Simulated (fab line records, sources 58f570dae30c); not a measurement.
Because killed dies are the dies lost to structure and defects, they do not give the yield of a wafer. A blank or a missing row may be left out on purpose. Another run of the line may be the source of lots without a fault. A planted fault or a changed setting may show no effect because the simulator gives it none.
What tool caused it? -- flow berkeley cmos170 -- Sampling: 14 lots, 42 wafers, 5 of 331 route steps

## WHAT THE GAUGES READ, wafer by wafer
UCB170_NSD_CD_MEAS_06 targets a cd of 1200 nm.
lot,measured,on,cd nm (nm)
L678,day 8 00:35,cd sem-02,1196.3 1198.1 1196.0
L679,day 8 02:52,cd sem-02,1200.1 1200.0 1202.1
L681,day 8 10:11,cd sem-01,1199.6 1200.3 1199.0
L680,day 8 10:25,cd sem-01,1197.8 1198.3 1197.2
L682,day 8 18:23,cd sem-01,1201.5 1201.9 1202.2
L684,day 9 19:43,cd sem-02,1201.3 1200.3 1200.2
L687,day 9 20:08,cd sem-02,1201.6 1202.1 1201.4
L692,day 11 01:04,cd sem-01,1203.5 1203.0 1202.5
L691,day 11 01:23,cd sem-02,1199.6 1198.3 1198.9
L695,day 11 12:56,cd sem-01,1199.4 1198.4 1197.5
L697,day 12 16:38,cd sem-02,1201.2 1202.2 1202.5
L699,day 13 03:08,cd sem-02,1199.4 1199.9 1199.7
L700,day 13 03:25,cd sem-02,1199.8 1200.6 1200.0
L701,day 13 10:34,cd sem-02,1201.1 1200.8 1199.6

UCB170_V2_THK_MEAS_04.
lot,measured,on,V2_POLISHED_THK (nm)
L678,day 8 19:22,film metro-03,1001.8 1001.6 1003.6
L679,day 8 19:29,film metro-01,996.1 997.9 999.8
L681,day 9 04:34,film metro-03,999.6 1000.9 997.6
L680,day 9 03:12,film metro-02,1001.7 1001.0 1000.4
L682,day 9 13:19,film metro-02,1000.4 1001.4 1002.2
L692,day 11 19:32,film metro-01,1000.8 999.9 998.4
L691,day 11 21:04,film metro-01,1003.1 998.2 1000.3
L695,day 12 07:57,film metro-03,1001.3 1001.0 1001.1
L697,day 13 13:57,film metro-03,998.5 1002.7 1001.8
L699,day 14 00:58,film metro-02,999.9 997.3 1001.6
L700,day 14 01:21,film metro-01,1000.5 1002.4 999.0
L701,day 14 09:54,film metro-02,997.3 997.2 1003.5

## EACH LOT AND THE TOOL THAT RAN IT (in order: tool; ch and the chambers of the sampled wafers; start)
lot,UCB170_V1_ETCH_14,UCB170_V1_STRIP_15,UCB170_V2_CVD_00
L678,"rie diel-03 ch 1,3, day 8 14:24","plasma asher-04 ch 0,1, day 8 14:35","pecvd-03 ch 0,1,2, day 8 18:43"
L679,"rie diel-01 ch 1,2, day 8 15:56","plasma asher-03 ch 0,1, day 8 16:08","pecvd-01 ch 0,1,2, day 8 18:50"
L681,"rie diel-01 ch 0,1, day 9 00:53","plasma asher-01 ch 0,1, day 9 01:04","pecvd-01 ch 0,1,2, day 9 03:55"
L680,"rie diel-03 ch 0,3, day 8 23:32","plasma asher-04 ch 0,1, day 8 23:43","pecvd-03 ch 0,1, day 9 02:34"
L682,"rie diel-03 ch 0,1,2, day 9 09:28","plasma asher-01 ch 0,1, day 9 09:38","pecvd-01 ch 0,1,2, day 9 12:41"
L684,"rie diel-03 ch 0,1, day 10 12:52","plasma asher-04 ch 0,1, day 10 13:05",-
L687,"rie diel-03 ch 1,2, day 10 13:25","plasma asher-01 ch 0,1, day 10 13:36",-
L692,"rie diel-02 ch 1,3, day 11 15:51","plasma asher-04 ch 0,1, day 11 16:01","pecvd-03 ch 0,1,2, day 11 18:53"
L691,"rie diel-01 ch 0,1, day 11 16:49","plasma asher-04 ch 0,1, day 11 17:01","pecvd-02 ch 0,1,2, day 11 20:28"
L695,"rie diel-02 ch 1,2,3, day 12 04:16","plasma asher-04 ch 0,1, day 12 04:27","pecvd-02 ch 1,2, day 12 07:18"
L697,"rie diel-01 ch 0,2,3, day 13 08:51","plasma asher-04 ch 0,1, day 13 09:02","pecvd-02 ch 1,2, day 13 13:18"
L699,"rie diel-02 ch 2,3, day 13 21:07","plasma asher-01 ch 0,1, day 13 21:20","pecvd-03 ch 1,2, day 14 00:19"
L700,"rie diel-01 ch 0,1,3, day 13 21:41","plasma asher-04 ch 0,1, day 13 21:52","pecvd-01 ch 0,1,2, day 14 00:43"
L701,"rie diel-02 ch 0,2,3, day 14 03:56","plasma asher-01 ch 0,1, day 14 04:07","pecvd-02 ch 1,2, day 14 07:41"
- UCB170_V1_ETCH_14: etches SiO2 in CHF3/CF4/Ar, stops on Al, target depth 1250 nm, time 291 s.
- UCB170_V1_STRIP_15: strips in O2.
- UCB170_V2_CVD_00: deposits SiO2 from TEOS/O2, target thk 2000 nm, time 250 s.

## AS READ BY THE TOOLS THEMSELVES (means over the sampled wafers that have a number; for cases with no such wafer, the mark the record gives instead)
UCB170_V1_ETCH_14.
lot,tool,chamber pressure mTorr (mTorr),drypump motor current A (A),oes product au (a.u.),throttle valve pct (%)
L678,rie diel-03,199.93,5.8,0.884,6.92
L679,rie diel-01,200.13,5.6,0.877,6.79
L681,rie diel-01,199.96,6.1,0.856,6.84
L680,rie diel-03,199.83,5.4,0.882,6.83
L682,rie diel-03,199.98,5.8,0.877,6.96
L684,rie diel-03,200.14,5.6,0.733,6.84
L687,rie diel-03,199.91,6.1,0.749,7.05
L692,rie diel-02,199.86,5.3,0.868,7.05
L691,rie diel-01,199.88,6.1,0.859,6.87
L695,rie diel-02,199.98,5.4,0.871,7.05
L697,rie diel-01,200.15,5.7,0.867,6.83
L699,rie diel-02,199.94,5.5,0.865,7.02
L700,rie diel-01,199.90,6.0,0.859,6.85
L701,rie diel-02,200.18,5.4,0.872,7.01

UCB170_V1_STRIP_15.
lot,tool,chamber pressure mTorr (mTorr),drypump motor current A (A),o2 flow sccm (sccm),oes product au (a.u.),strip time to endpoint s (s)
L678,plasma asher-04,3498,5.8,400.0,0.718,15.57
L679,plasma asher-03,3496,5.5,399.8,0.720,15.42
L681,plasma asher-01,3501,5.6,399.4,0.720,15.61
L680,plasma asher-04,3499,5.6,400.2,0.721,15.51
L682,plasma asher-01,3500,5.9,398.0,0.722,15.28
L684,plasma asher-04,3502,5.8,399.9,0.723,18.11
L687,plasma asher-01,3501,5.6,400.7,0.727,17.93
L692,plasma asher-04,3498,5.6,399.8,0.725,14.94
L691,plasma asher-04,3501,5.6,400.0,0.720,15.37
L695,plasma asher-04,3499,5.6,400.7,0.718,15.07
L697,plasma asher-04,3503,5.6,400.0,0.725,15.42
L699,plasma asher-01,3501,5.6,401.3,0.718,15.29
L700,plasma asher-04,3502,5.8,399.1,0.724,15.49
L701,plasma asher-01,3500,5.9,399.6,0.723,15.15

UCB170_V2_CVD_00.
lot,tool,heater power w (W),susceptor temp C (C)
L678,pecvd-03,334,389.97
L679,pecvd-01,262,390.14
L681,pecvd-01,232,390.05
L680,pecvd-03,358,390.21
L682,pecvd-01,243,390.11
L692,pecvd-03,303,389.95
L691,pecvd-02,187,390.04
L695,pecvd-02,187,390.16
L697,pecvd-02,238,390.18
L699,pecvd-03,336,389.93
L700,pecvd-01,259,390.07
L701,pecvd-02,187,390.22

## THE ANSWER, worked out from the rows above alone
Rule: the lots themselves supply what counts as usual. Put in order of their means at a reading, lots are off if they are a third of the lots or fewer, leave a main group of 4 or more, and stand apart from it by a gap of 3 or more times the standard deviation of the main group's means; of several such gaps the widest counts. A main group whose means are all the same, to the digits that the tables above print for the reading, isn't used. Also off: a lot with no number at a reading for which 4 or more lots have one. Any other lot the step has rows for is counted as sound. Order of review: gauges by route order, followed by the tools' own readings, for which a lot's mean as printed above is used. The first step at which some lot is off is used, and at that step the reading that is off furthest; a lot without a number counts as furthest.
Off: L684, L687, at UCB170_V1_ETCH_14 (oes product au). Main group: mean 0.870 a.u., sd 0.0087.
A tool fits if, at that step or a process step before it, it ran every lot that is off, and no sound lot after the first of them. One candidate fits, namely rie diel-03 at UCB170_V1_ETCH_14. Its last sound lot is L682 (day 9 09:28), its first lot that is off L684 (day 10 12:52): a fault that began between those two fits.
On the lots that are off, the tool's own readings at UCB170_V1_ETCH_14 differ by more than 5 times the standard deviation of the sound lots' means, which bears it out; oes product au reads 0.741 a.u. there versus 0.870 a.u. on the sound lots.

## WHAT WAS PUT IN BY THE SIMULATOR
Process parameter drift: rie diel-03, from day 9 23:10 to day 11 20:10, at UCB170_V1_ETCH_14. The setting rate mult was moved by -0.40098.
Struck lots among those shown: L684, L687. This agrees with what the rule above found.
